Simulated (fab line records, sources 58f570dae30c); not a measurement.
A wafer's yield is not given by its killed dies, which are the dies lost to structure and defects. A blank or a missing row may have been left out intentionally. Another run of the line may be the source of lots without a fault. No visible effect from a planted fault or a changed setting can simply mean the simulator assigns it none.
The tool behind it: which one? :: flow berkeley-cmos170 :: 13 lots with 39 wafers sampled at 2 steps, on a route of 331 steps

## WHAT THE GAUGES SHOWED, per wafer
UCB170_WELLDRIVE_THK_MEAS_02.
lot: L227
measured: day 3 15:03
on: film-metro-02
WELLDRIVE_OXIDE_THK (nm): 193.9 191.9 196.2

lot: L228
measured: day 3 22:51
on: film-metro-02
WELLDRIVE_OXIDE_THK (nm): 193.6 194.4 191.8

lot: L229
measured: day 3 22:48
on: film-metro-02
WELLDRIVE_OXIDE_THK (nm): 196.8 194.2 192.9

lot: L230
measured: day 4 05:29
on: film-metro-04
WELLDRIVE_OXIDE_THK (nm): 198.6 197.3 199.8

lot: L232
measured: day 4 16:06
on: film-metro-04
WELLDRIVE_OXIDE_THK (nm): 174.6 174.2 173.8

lot: L240
measured: day 6 10:50
on: film-metro-02
WELLDRIVE_OXIDE_THK (nm): 192.8 193.8 189.7

lot: L243
measured: day 6 15:55
on: film-metro-04
WELLDRIVE_OXIDE_THK (nm): 196.8 197.2 196.2

lot: L245
measured: day 7 08:07
on: film-metro-02
WELLDRIVE_OXIDE_THK (nm): 195.1 193.0 189.4

lot: L246
measured: day 7 08:06
on: film-metro-04
WELLDRIVE_OXIDE_THK (nm): 197.1 196.3 192.8

lot: L247
measured: day 7 14:40
on: film-metro-03
WELLDRIVE_OXIDE_THK (nm): 198.2 196.6 197.0

lot: L249
measured: day 8 05:26
on: film-metro-03
WELLDRIVE_OXIDE_THK (nm): 198.2 201.4 201.1

lot: L248
measured: day 8 10:26
on: film-metro-03
WELLDRIVE_OXIDE_THK (nm): 195.6 195.1 193.7

lot: L250
measured: day 8 16:13
on: film-metro-03
WELLDRIVE_OXIDE_THK (nm): 194.7 196.6 196.5

## TOOL THAT RAN EACH LOT (tool first, then ch and the chambers of the sampled wafers, then the start)
lot: L227
UCB170_WELLDRIVE_OXIDATION_01: furnace-03 ch 0, day 3 11:31

lot: L228
UCB170_WELLDRIVE_OXIDATION_01: furnace-01 ch 0, day 3 18:40

lot: L229
UCB170_WELLDRIVE_OXIDATION_01: furnace-01 ch 0, day 3 18:40

lot: L230
UCB170_WELLDRIVE_OXIDATION_01: furnace-04 ch 0, day 4 01:59

lot: L232
UCB170_WELLDRIVE_OXIDATION_01: furnace-01 ch 0, day 4 12:33

lot: L240
UCB170_WELLDRIVE_OXIDATION_01: furnace-04 ch 0, day 6 07:20

lot: L243
UCB170_WELLDRIVE_OXIDATION_01: furnace-03 ch 0, day 6 12:25

lot: L245
UCB170_WELLDRIVE_OXIDATION_01: furnace-01 ch 0, day 7 04:36

lot: L246
UCB170_WELLDRIVE_OXIDATION_01: furnace-01 ch 0, day 7 04:36

lot: L247
UCB170_WELLDRIVE_OXIDATION_01: furnace-04 ch 0, day 7 11:09

lot: L249
UCB170_WELLDRIVE_OXIDATION_01: furnace-04 ch 0, day 8 01:55

lot: L248
UCB170_WELLDRIVE_OXIDATION_01: furnace-04 ch 0, day 8 06:55

lot: L250
UCB170_WELLDRIVE_OXIDATION_01: furnace-01 ch 0, day 8 12:42
- UCB170_WELLDRIVE_OXIDATION_01: target thk 199 nm, ox time 8701 s.

## WHAT THE TOOLS THEMSELVES READ (means of the sampled wafers that have a number; where no wafer has one, the mark that the record gives instead)
UCB170_WELLDRIVE_OXIDATION_01.
lot: L227
tool: furnace-03
spike-tc-load-C (C): 1126.3
spike-tc-source-C (C): 1128.8

lot: L228
tool: furnace-01
spike-tc-load-C (C): 1128.1
spike-tc-source-C (C): 1125.4

lot: L229
tool: furnace-01
spike-tc-load-C (C): 1127.8
spike-tc-source-C (C): 1126.2

lot: L230
tool: furnace-04
spike-tc-load-C (C): 1129.7
spike-tc-source-C (C): 1126.0

lot: L232
tool: furnace-01
spike-tc-load-C (C): 1127.6
spike-tc-source-C (C): 1124.4

lot: L240
tool: furnace-04
spike-tc-load-C (C): 1130.5
spike-tc-source-C (C): 1125.7

lot: L243
tool: furnace-03
spike-tc-load-C (C): 1125.4
spike-tc-source-C (C): 1127.2

lot: L245
tool: furnace-01
spike-tc-load-C (C): 1128.2
spike-tc-source-C (C): 1124.7

lot: L246
tool: furnace-01
spike-tc-load-C (C): 1128.3
spike-tc-source-C (C): 1124.9

lot: L247
tool: furnace-04
spike-tc-load-C (C): 1129.0
spike-tc-source-C (C): 1125.8

lot: L249
tool: furnace-04
spike-tc-load-C (C): 1129.8
spike-tc-source-C (C): 1125.0

lot: L248
tool: furnace-04
spike-tc-load-C (C): 1130.0
spike-tc-source-C (C): 1126.1

lot: L250
tool: furnace-01
spike-tc-load-C (C): 1129.0
spike-tc-source-C (C): 1126.0

## THE ANSWER, worked out from the rows above alone
Rule: the usual values come from the lots themselves. Put in order of their means at a reading, lots are off if they are a third of the lots or fewer, leave a main group of 4 or more, and stand apart from it by a gap of 3 or more times the standard deviation of the main group's means; of several such gaps the widest counts. A main group is skipped when, at the precision printed for the reading in the tables above, its means are all equal. A lot without any number at a reading at which 4 lots or more have one is off too. Any other lot the step has rows for is counted as sound. Order of review: gauges by route order, followed by the tools' own readings, for which a lot's mean as printed above is used. The first step at which some lot is off is used, and at that step the reading that is off furthest; a lot without a number counts as furthest.
Off: L232, at UCB170_WELLDRIVE_THK_MEAS_02 (WELLDRIVE_OXIDE_THK). Mean 195.5 nm and standard deviation 2.3 in the main group.
A tool fits if, at a process step before that reading, it ran every lot that is off, and no sound lot after the first of them. The gauges at UCB170_WELLDRIVE_THK_MEAS_02 are tried like those tools. None of those tried fits.

## WHAT WAS PUT IN BY THE SIMULATOR
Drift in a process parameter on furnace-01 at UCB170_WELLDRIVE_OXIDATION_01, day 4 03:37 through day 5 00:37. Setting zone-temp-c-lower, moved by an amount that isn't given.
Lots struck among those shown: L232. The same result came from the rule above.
